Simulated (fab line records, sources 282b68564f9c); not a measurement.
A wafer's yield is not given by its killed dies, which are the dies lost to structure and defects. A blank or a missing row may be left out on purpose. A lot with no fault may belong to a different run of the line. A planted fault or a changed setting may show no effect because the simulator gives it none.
fab line records -- flow rit_cmos
[record] lots = 6, wafers = 18, last_day = 7
route steps=202 shown ACTIVE@8 FOX1@20 M1@202
lots that met no fault: from a run of the same line without faults
start_h: hours from the record's first day to the start of the lot's first wafer shown -- wait_h: hours since the lot's step before -- " unchanged from the row above -- L1.1+2: one row covering several wafers at once -- - no value present, or no start provided -- * or withheld: withheld -- < > ~ a bound
route shown NAME@n: NAME is a module with steps in the file, n the number in the route of the first one -- usual: mean/standard deviation taken from wafers without a fault -- same: alike in all rows -- chamber/n: place in a boat -- sites: readings site by site -- _std_site: standard deviation of those values -- _edge_site: the outer-site mean with the inner-site mean subtracted -- radius_mm: how far each site lies from the wafer's centre -- mask NAME#n: copy n -- behind: the most recent tool/chamber to have shaped the wafer -- hold: the reason the lot was held/the length of the hold in hours/how it ended -- device: the n, p or np transistor that did not switch -- end of line: at the end of the route, the tests of the same wafers -- a step without rows: its recipe alone -- killed: at the first sort, the dies lost to defects and structure; wafer yield is something else -- map: per-die view of a wafer (x killed, . not killed, _ where there is no die)
set.NAME: the setting as run; set.NAME@STEP: as run at that earlier step -- model.NAME: the simulator's own value behind a step, which no gauge read
lots at some steps of the route; a table a step, a row a wafer
services: the hour from which a tool's chamber was out of use, counted from the record's first day as start_h (under 0 if before that day), plus the number of hours and why
[[steps]]
[step RIT_ACTIVE_SOFTBAKE_07]
[recipe] resist = NOVOLAK, temp_c = 90, time_s = 60
[step RIT_ACTIVE_EXPOSE_08]
[recipe] mask_id = M1, na = 0.6, source_shape = conventional, sigma_outer = 0.6, target_cd_nm = 1400, dose_mj = 225
[step RIT_ACTIVE_PEB_09]
[recipe] resist = NOVOLAK, temp_c = withheld, time_s = withheld
[step RIT_ACTIVE_DEVELOP_10]
[recipe] resist = NOVOLAK, develop_time_s = 50, dev_temp_c = 23
[step RIT_ACTIVE_CD_MEAS_11]
[recipe] target_cd_nm = 1400
[usual] cd_nm = 1400.2/2.4
lot.wafer,tool,chamber,start_h,wait_h,cd_nm
L707.1,cd_sem-02,-,16.09,-,1402.5
L707.5,cd_sem-02,-,16.09,-,1402.1
L707.6,cd_sem-02,-,16.09,-,1404.3
L716.1,cd_sem-02,-,70.78,-,1399.5
L716.3,cd_sem-02,-,70.78,-,1399.6
L716.6,cd_sem-02,-,70.78,-,1401.2
L721.2,cd_sem-02,-,88.41,-,1404.0
L721.4,cd_sem-02,-,88.41,-,1402.6
L721.6,cd_sem-02,-,88.41,-,1403.8
L722.2,cd_sem-02,-,94.08,-,1400.0
L722.4,cd_sem-02,-,94.08,-,1398.9
L722.6,cd_sem-02,-,94.08,-,1401.1
L724.2,cd_sem-01,-,100.50,-,1401.9
L724.3,cd_sem-01,-,100.50,-,1404.7
L724.4,cd_sem-01,-,100.50,-,1400.8
L725.3,cd_sem-02,-,109.82,-,1396.7
L725.4,cd_sem-02,-,109.82,-,1398.5
L725.6,cd_sem-02,-,109.82,-,1397.6
[step RIT_ACTIVE_HARDBAKE_12]
[recipe] resist = NOVOLAK, temp_c = 140, time_s = 60
[step RIT_ACTIVE_ETCH_13]
[recipe] stop_on = SiO2, chemistry = SF6, target = Si3N4, time_s = 210, over_etch_frac = 0.4, SF6_flow_sccm = 200, pressure_mtorr = 260, rf_w = 125, target_depth_a = 2100
[usual] SF6_flow_sccm = 200.0/0.62, drypump_motor_current_A = 5.8/0.56, oes_product_au = 0.822/0.018, rf_fwd_power_W = 124.6/0.38, throttle_valve_pct = 7.54/0.13
lot.wafer,tool,chamber,start_h,wait_h,SF6_flow_sccm,drypump_motor_current_A,oes_product_au,rf_fwd_power_W,rf_hours_counter_h,throttle_valve_pct
L707.1,rie_diel-02,0,16.42,0.1,200.7,5.8,0.844,125.0,3,7.32
L707.5,rie_diel-02,3,16.42,0.1,199.7,6.8,0.826,124.8,-,7.61
L707.6,rie_diel-02,2,16.42,0.1,199.3,6.1,0.839,124.8,-,7.37
L716.1,rie_diel-04,0,71.05,0.1,201.1,6.3,0.807,123.8,2,7.77
L716.3,rie_diel-04,3,71.05,0.1,201.3,5.8,0.801,124.1,127,7.58
L716.6,rie_diel-04,2,71.05,0.1,200.6,6.0,0.817,125.3,-,7.58
L721.2,rie_diel-02,2,88.66,0.1,200.1,6.1,0.847,123.6,34,7.39
L721.4,rie_diel-02,1,88.66,0.1,199.4,5.2,0.821,124.0,120,7.59
L721.6,rie_diel-02,0,88.66,0.1,200.2,5.8,0.852,124.6,-,7.30
L722.2,rie_diel-02,2,94.36,0.1,199.3,6.1,0.842,124.4,34,7.40
L722.4,rie_diel-02,3,94.36,0.1,201.0,6.7,0.832,124.4,132,7.60
L722.6,rie_diel-02,2,94.36,0.1,199.0,6.1,0.848,124.2,-,7.38
L724.2,rie_diel-03,0,100.75,0.1,200.9,5.2,0.811,124.5,91,7.49
L724.3,rie_diel-03,1,100.75,0.1,198.5,5.7,0.819,124.4,99,7.69
L724.4,rie_diel-03,3,100.75,0.1,200.3,4.7,0.782,125.1,5,7.40
L725.3,rie_diel-02,2,110.05,0.1,200.7,6.1,0.852,124.6,34,7.38
L725.4,rie_diel-02,3,110.05,0.1,200.8,6.7,0.830,124.7,133,7.61
L725.6,rie_diel-02,3,110.05,0.1,200.6,6.7,0.828,124.2,-,7.60
[step RIT_ACTIVE_STRIP_14]
[recipe] chemistry = O2, time_s = 180, resist = NOVOLAK, platen_temp_c = withheld, power_w = 500, pressure_mtorr = 4000, o2_flow_sccm = 4000
[usual] drypump_motor_current_A = 5.6/0.51
lot.wafer,tool,chamber,start_h,wait_h,drypump_motor_current_A,rf_hours_counter_h
L707.1,plasma_asher-03,0,16.55,0.1,5.7,36
L707.5,plasma_asher-03,1,16.55,0.1,4.7,-
L707.6,plasma_asher-03,0,16.55,0.1,5.7,-
L716.1,plasma_asher-03,0,71.18,0.1,5.7,41
L716.3,plasma_asher-03,1,71.18,0.1,4.7,-
L716.6,plasma_asher-03,1,71.18,0.1,4.7,-
L721.2,plasma_asher-01,1,88.79,0.1,5.7,24
L721.4,plasma_asher-01,0,88.79,0.1,6.0,-
L721.6,plasma_asher-01,0,88.79,0.1,6.0,-
L722.2,plasma_asher-03,0,94.50,0.1,5.7,43
L722.4,plasma_asher-03,0,94.50,0.1,5.7,-
L722.6,plasma_asher-03,1,94.50,0.1,4.7,-
L724.2,plasma_asher-03,1,100.89,0.1,4.7,44
L724.3,plasma_asher-03,1,100.89,0.1,4.7,-
L724.4,plasma_asher-03,0,100.89,0.1,5.7,-
L725.3,plasma_asher-02,1,110.24,0.1,6.5,-
L725.4,plasma_asher-02,0,110.24,0.1,5.7,-
L725.6,plasma_asher-02,0,110.24,0.1,5.7,-
[step RIT_ACTIVE_CD_MEAS_90]
[recipe] target_cd_nm = 1400
[usual] cd_nm = 1400.2/2.4
lot.wafer,tool,chamber,start_h,wait_h,cd_nm
L707.1,cd_sem-02,-,16.73,0.1,1402.5
L707.5,cd_sem-02,-,16.73,0.1,1402.3
L707.6,cd_sem-02,-,16.73,0.1,1404.5
L716.1,cd_sem-01,-,71.35,0.1,1399.2
L716.3,cd_sem-01,-,71.35,0.1,1399.4
L716.6,cd_sem-01,-,71.35,0.1,1401.3
L721.2,cd_sem-01,-,88.98,0.1,1404.0
L721.4,cd_sem-01,-,88.98,0.1,1403.1
L721.6,cd_sem-01,-,88.98,0.1,1404.1
L722.2,cd_sem-01,-,94.69,0.1,1400.3
L722.4,cd_sem-01,-,94.69,0.1,1398.7
L722.6,cd_sem-01,-,94.69,0.1,1401.3
L724.2,cd_sem-02,-,101.08,0.1,1401.9
L724.3,cd_sem-02,-,101.08,0.1,1404.7
L724.4,cd_sem-02,-,101.08,0.1,1400.4
L725.3,cd_sem-02,-,110.40,0.1,1396.7
L725.4,cd_sem-02,-,110.40,0.1,1398.3
L725.6,cd_sem-02,-,110.40,0.1,1397.4
[step RIT_ACTIVE_CLEAN_15]
[recipe] chemistry = SC1, mix = 3:3:50, time_s = 600, temp_c = 75
[step RIT_ACTIVE_CLEAN_16]
[recipe] chemistry = dHF, dilution = 50:1, time_s = 30
[step RIT_ACTIVE_CLEAN_17]
[recipe] chemistry = SC2, mix = 3:3:50, time_s = 600, temp_c = 75, dry = n2_spin
[step RIT_FOX1_OXIDATION_00]
[recipe] temp_c = 1100, ambient = H2O, target_thk_a = 3507, p_h2o_torr = 720, ox_time_s = 1130
[usual] spike_tc_centre_C = 1102.4/1.7, spike_tc_load_C = 1128/3.1, spike_tc_source_C = 1127/3.6, tube_center_temp_C = 1100/0.097, tube_center_temp_C_max = 1102.8/0.44
[same] ox_time_s = 1130
lot.wafer,tool,chamber,start_h,wait_h,spike_tc_centre_C,spike_tc_load_C,spike_tc_source_C,tube_center_temp_C,tube_center_temp_C_max,model.SiO2_of_FOX1_OXIDATION_00.thk_nm
L707.1,furnace-04,0,18.48,1.3,1100.6,1128,1128,1100,1102.2,342.1
L707.5,furnace-04,0,18.48,1.3,1100.8,1130,1130,1100.1,1102.9,338.7
L707.6,furnace-04,0,18.48,1.3,1099.9,1127,1130,1100,1102.8,340.9
L716.1,furnace-03,0,77.24,5.4,1104.3,1132,1128,1099.9,1102.8,347.9
L716.3,furnace-03,0,77.24,5.4,1104.4,1130,1129,1100,1103.0,339.6
L716.6,furnace-03,0,77.24,5.4,1103.5,1128,1128,1100,1102.8,344.9
L721.2,furnace-03,0,92.99,3.5,1129.3,1155,1154,1125.1,1127.2,392.7
L721.4,furnace-03,0,92.99,3.5,1127.1,1156,1153,1125.2,1127.7,390.8
L721.6,furnace-03,0,92.99,3.5,1127.5,1155,1153,1125,1128.3,390.2
L722.2,furnace-03,0,96.69,1.5,1128.1,1155,1154,1124.8,1127.4,393.9
L722.4,furnace-03,0,96.69,1.5,1129.2,1155,1153,1124.8,1127.3,399.4
L722.6,furnace-03,0,96.69,1.5,1128.9,1155,1152,1124.8,1127.5,394.8
L724.2,furnace-01,0,104.14,2.5,1102.7,1121,1120,1099.9,1102.9,358.1
L724.3,furnace-01,0,104.14,2.5,1102.8,1123,1117,1099.9,1102.4,350.9
L724.4,furnace-01,0,104.14,2.5,1103.9,1122,1120,1100,1102.9,356.7
L725.3,furnace-04,0,112.60,1.4,1101.0,1127,1130,1100,1102.4,351
L725.4,furnace-04,0,112.60,1.4,1100.0,1128,1130,1099.9,1103.5,349.6
L725.6,furnace-04,0,112.60,1.4,1099.6,1127,1130,1100.1,1102.6,350.1
[step RIT_FOX1_THK_MEAS_01]
[recipe] reads = SiO2_of_FOX1_OXIDATION_00
[usual] FOX1_OXIDE_THK = 351/5.3
lot.wafer,tool,chamber,start_h,wait_h,FOX1_OXIDE_THK[nm]
L707.1,film_metro-02,-,19.79,0.0,342
L707.5,film_metro-02,-,19.79,0.0,339
L707.6,film_metro-02,-,19.79,0.0,341
L716.1,film_metro-01,-,78.56,0.0,348
L716.3,film_metro-01,-,78.56,0.0,340
L716.6,film_metro-01,-,78.56,0.0,345
L721.2,film_metro-02,-,94.31,0.0,393
L721.4,film_metro-02,-,94.31,0.0,391
L721.6,film_metro-02,-,94.31,0.0,390
L722.2,film_metro-04,-,98.01,0.0,394
L722.4,film_metro-04,-,98.01,0.0,399
L722.6,film_metro-04,-,98.01,0.0,395
L724.2,film_metro-02,-,105.47,0.0,358
L724.3,film_metro-02,-,105.47,0.0,351
L724.4,film_metro-02,-,105.47,0.0,357
L725.3,film_metro-04,-,113.93,0.0,351
L725.4,film_metro-04,-,113.93,0.0,350
L725.6,film_metro-04,-,113.93,0.0,350
[step RIT_FOX1_WET_ETCH_02]
[recipe] chemistry = BOE, target_depth_nm = 350, time_s = 390, temp_c = 21.5, dry = n2_spin, dilution = 10:1, target = SiO2
[step RIT_M1_PROBE_99]
[usual] killed_at_front_end = 6.7/2.9, killed_dies = 6.8/2.9, killed_on_rim = 1.9/1.4, killed_open = 3.5/2.1, killed_short = 3.2/1.9
[same] gross_dies = 264, killed_at_M0_to_M3 = 0, killed_at_M4_up = 0, killed_at_back_side = 0, killed_at_contacts = 0, killed_at_other = 0
lot.wafer,tool,chamber,start_h,wait_h,killed_at_front_end,killed_dies,killed_on_rim,killed_open,killed_short
L707.1,prober-01,-,68.44,0.1,8,8,2,3,5
L707.5,prober-01,-,68.64,0.2,10,10,2,4,6
L707.6,prober-01,-,68.69,0.2,5,5,1,2,3
L716.1,prober-01,-,134.37,0.1,5,5,0,0,5
L716.3,prober-01,-,134.47,0.2,4,4,0,3,1
L716.6,prober-01,-,134.62,0.2,4,4,0,2,2
L721.2,prober-01,-,143.23,0.1,5,5,5,3,2
L721.4,prober-01,-,143.33,0.2,4,4,2,0,4
L721.6,prober-01,-,143.43,0.2,5,5,1,3,2
L722.2,prober-02,-,144.73,0.1,11,11,1,6,5
L722.4,prober-02,-,144.83,0.2,14,14,3,8,6
L722.6,prober-02,-,144.93,0.2,7,7,0,3,4
L724.2,prober-01,-,152.51,0.1,7,7,2,2,5
L724.3,prober-01,-,152.56,0.2,14,14,6,9,5
L724.4,prober-01,-,152.61,0.2,3,3,1,2,1
L725.3,prober-02,-,158.60,0.2,8,8,3,5,3
L725.4,prober-02,-,158.65,0.2,2,2,0,2,0
L725.6,prober-02,-,158.75,0.2,6,6,2,4,2
// killed by level:class
L707.1 GATE:geometric_particle:open=2 FOX1:geometric_particle:short=1 FOX1:geometric_particle:open=1 FOX2:geometric_particle:short=1 REOX:geometric_particle:short=1 SPACER:geometric_particle:short=1 SILICIDE:geometric_particle:short=1
L707.5 FOX1:geometric_particle:short=2 FOX2:geometric_particle:short=2 GATE:geometric_particle:open=2 FOX1:geometric_particle:open=1 GATE:geometric_particle:short=1 REOX:geometric_particle:open=1 REOX:geometric_particle:short=1
L707.6 GATE:geometric_particle:open=2 FOX1:geometric_particle:short=1 REOX:geometric_particle:short=1 SPACER:geometric_particle:short=1
L716.1 GATE:geometric_particle:short=3 SPACER:geometric_particle:short=1 SILICIDE:geometric_particle:short=1
L716.3 GATE:geometric_particle:open=2 FOX1:geometric_particle:open=1 FOX2:geometric_particle:short=1
L716.6 GATE:geometric_particle:short=2 FOX1:geometric_particle:open=1 GATE:geometric_particle:open=1
L721.2 FOX1:geometric_particle:short=2 FOX1:geometric_particle:open=2 FOX2:geometric_particle:open=1
L721.4 FOX1:geometric_particle:short=1 GATE:geometric_particle:short=1 REOX:geometric_particle:short=1 SPACER:geometric_particle:short=1
L721.6 FOX2:geometric_particle:short=1 GATE:geometric_particle:open=1 REOX:geometric_particle:open=1 SILICIDE:geometric_particle:open=1 SILICIDE:geometric_particle:short=1
L722.2 GATE:geometric_particle:open=3 FOX1:geometric_particle:open=2 GATE:geometric_particle:short=2 SPACER:geometric_particle:short=2 FOX1:geometric_particle:short=1 FOX2:geometric_particle:open=1
L722.4 FOX1:geometric_particle:short=5 FOX1:geometric_particle:open=4 SPACER:geometric_particle:open=2 FOX2:geometric_particle:open=1 GATE:geometric_particle:short=1 REOX:geometric_particle:open=1
L722.6 REOX:geometric_particle:open=2 SPACER:geometric_particle:short=2 FOX1:geometric_particle:short=1 FOX2:geometric_particle:short=1 GATE:geometric_particle:open=1
L724.2 GATE:geometric_particle:short=2 SPACER:geometric_particle:open=2 SILICIDE:geometric_particle:short=2 REOX:geometric_particle:short=1
L724.3 FOX2:geometric_particle:open=3 GATE:geometric_particle:short=3 GATE:geometric_particle:open=3 FOX1:geometric_particle:short=1 FOX1:geometric_particle:open=1 SPACER:geometric_particle:open=1 SPACER:geometric_particle:short=1 SILICIDE:geometric_particle:open=1
L724.4 GATE:geometric_particle:open=2 GATE:geometric_particle:short=1
L725.3 SILICIDE:geometric_particle:open=3 FOX1:geometric_particle:open=2 ACTIVE:geometric_particle:short=1 GATE:geometric_particle:short=1 REOX:geometric_particle:short=1
L725.4 SILICIDE:geometric_particle:open=2
L725.6 SILICIDE:geometric_particle:open=2 FOX1:geometric_particle:open=1 GATE:geometric_particle:short=1 REOX:geometric_particle:open=1 SPACER:geometric_particle:short=1
[[services]]
tool,chamber,start_h,hours,kind
rie_diel-04,1,-6.04,54.5,repair
furnace-01,-,-3.50,3.4,pm
rie_diel-03,2,-3.28,1.5,repair
rie_diel-04,0,10.76,8.2,repair
furnace-04,-,20.87,8.5,pm
rie_diel-02,0,22.46,7.8,repair
rie_diel-02,1,25.84,1.4,repair
furnace-04,-,29.39,4.1,pm
rie_diel-03,1,36.86,8.2,repair
rie_diel-02,2,39.93,5.0,repair
rie_diel-03,0,41.34,6.0,repair
rie_diel-03,0,50.22,8.6,repair
plasma_asher-01,-,52.31,4.0,repair
furnace-03,-,54.34,3.5,pm
rie_diel-03,3,61.34,6.4,repair
plasma_asher-01,-,64.14,1.0,repair
rie_diel-03,-,74.32,0.6,repair
furnace-01,-,75.16,19.3,repair
furnace-01,-,94.50,2.9,pm
furnace-03,-,98.00,2.9,pm
plasma_asher-01,-,98.66,2.8,pm
furnace-03,-,99.99,10.3,repair
rie_diel-03,2,105.74,6.5,repair
plasma_asher-03,-,108.88,9.0,pm
[[key]]
[first_sign] step = RIT_FOX1_OXIDATION_00, reading = tube_center_temp_C, direction = up, sigmas = 99+, usual = *, struck = *
[effect] step = RIT_FOX1_OXIDATION_00, reading = tube_center_temp_C_max, direction = up, sigmas = 57, usual = *, struck = *
[effect] step = RIT_FOX1_THK_MEAS_01, reading = FOX1_OXIDE_THK, direction = up, sigmas = 8.1, usual = 351, struck = 394
[model_effect] step = RIT_FOX1_OXIDATION_00, value = SiO2_of_FOX1_OXIDATION_00.thk_nm, without = 354.8, struck = 393.6
met_at RIT_FOX1_OXIDATION_00
struck_wafers L721.2,L721.4,L721.6,L722.2,L722.4,L722.6
tester_left_out L721,L722
onset_between 77.24 92.99
[fault] kind = process_parameter_drift, tool = furnace-03, chamber = -, onset_h = 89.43, steps = RIT_FOX1_OXIDATION_00, channel = temp_c, offset = *, shape = step, end_h = 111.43, acts_in = *, stated = *
// tester_left_out: of these lots the tester's yield and bins aren't shown, on N5 and GAA mostly nor the transistor test; their killed dies are dies lost to structure and defects alone, not to doping, threshold or leakage, so they don't give the yield
